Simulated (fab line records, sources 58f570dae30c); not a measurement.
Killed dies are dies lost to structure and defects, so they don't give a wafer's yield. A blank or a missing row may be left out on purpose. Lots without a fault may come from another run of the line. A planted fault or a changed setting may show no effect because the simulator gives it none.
Split-lot experiment | flow berkeley_cmos170 | 5 lots, 23 wafers read, on a route of 331 steps

THE SPLIT
At UCB170_M2_SPUTTER_01 (material Al, target thk 900 nm, time 120 s), the setting chamber_pressure_pa was moved away from the recipe's 0.5 Pa on 20 of the 23 wafers read, by -13.8% to +7.3%. The other wafers ran this setting at the recipe's value.

The reading is taken at the split's own step.

THE READING
Al_of_M2_SPUTTER_01.thk_nm (the simulator's own value, which no gauge read), in nm, at UCB170_M2_SPUTTER_01 (material Al, target thk 900 nm, time 120 s). The file gives no usual value for it. The 3 wafers here that ran the recipe average 904.8 nm, standard deviation 6.5 nm.

wafer  | tool, chamber at the split | chamber_pressure_pa as run, Pa | against the recipe | Al_of_M2_SPUTTER_01.thk_nm, nm | against lot-mates on the recipe
L074.2 | pvd_sputter-01, -          | 0.431                          | -13.8%             | 934.6                          | no lot-mate on the recipe
L074.3 | pvd_sputter-01, -          | 0.431                          | -13.8%             | 937.7                          | no lot-mate on the recipe
L074.4 | pvd_sputter-01, -          | 0.431                          | -13.8%             | 934.3                          | no lot-mate on the recipe
L074.5 | pvd_sputter-01, -          | 0.431                          | -13.8%             | 930.7                          | no lot-mate on the recipe
L074.6 | pvd_sputter-01, -          | 0.431                          | -13.8%             | 935.8                          | no lot-mate on the recipe
L077.1 | pvd_sputter-02, -          | 0.4553                         | -8.9%              | 909.6                          | no lot-mate on the recipe
L077.3 | pvd_sputter-02, -          | 0.4553                         | -8.9%              | 916.4                          | no lot-mate on the recipe
L077.4 | pvd_sputter-02, -          | 0.4553                         | -8.9%              | 930.4                          | no lot-mate on the recipe
L077.5 | pvd_sputter-02, -          | 0.4553                         | -8.9%              | 924.8                          | no lot-mate on the recipe
L077.6 | pvd_sputter-02, -          | 0.4553                         | -8.9%              | 903.4                          | no lot-mate on the recipe
L078.1 | pvd_sputter-01, -          | 0.5363                         | +7.3%              | 881.6                          | no lot-mate on the recipe
L078.2 | pvd_sputter-01, -          | 0.5363                         | +7.3%              | 886.1                          | no lot-mate on the recipe
L078.3 | pvd_sputter-01, -          | 0.5363                         | +7.3%              | 877.7                          | no lot-mate on the recipe
L078.4 | pvd_sputter-01, -          | 0.5363                         | +7.3%              | 874.5                          | no lot-mate on the recipe
L078.6 | pvd_sputter-01, -          | 0.5363                         | +7.3%              | 877.4                          | no lot-mate on the recipe
L082.1 | pvd_sputter-02, -          | 0.5                            | recipe             | 913.8                          | -
L082.3 | pvd_sputter-02, -          | 0.5                            | recipe             | 902                            | -
L082.4 | pvd_sputter-02, -          | 0.5                            | recipe             | 898.7                          | -
L083.1 | pvd_sputter-01, -          | 0.4609                         | -7.8%              | 916.1                          | no lot-mate on the recipe
L083.2 | pvd_sputter-01, -          | 0.4609                         | -7.8%              | 912.1                          | no lot-mate on the recipe
L083.3 | pvd_sputter-01, -          | 0.4609                         | -7.8%              | 903                            | no lot-mate on the recipe
L083.5 | pvd_sputter-01, -          | 0.4609                         | -7.8%              | 909.7                          | no lot-mate on the recipe
L083.6 | pvd_sputter-01, -          | 0.4609                         | -7.8%              | 911.7                          | no lot-mate on the recipe

THE FIT
A straight line over all 23 wafers: Al_of_M2_SPUTTER_01.thk_nm changes by -2.39 nm for each +1% of chamber_pressure_pa; r = -0.93; the points scatter about the line by 7.7 nm.
Too few moved wafers have a lot-mate on the recipe to fit a line with each lot's own level taken away.

THE FILE'S OWN FIT
Al_of_M2_SPUTTER_01.thk_nm changes by -2.39 nm for each +1% of chamber_pressure_pa, r = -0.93.
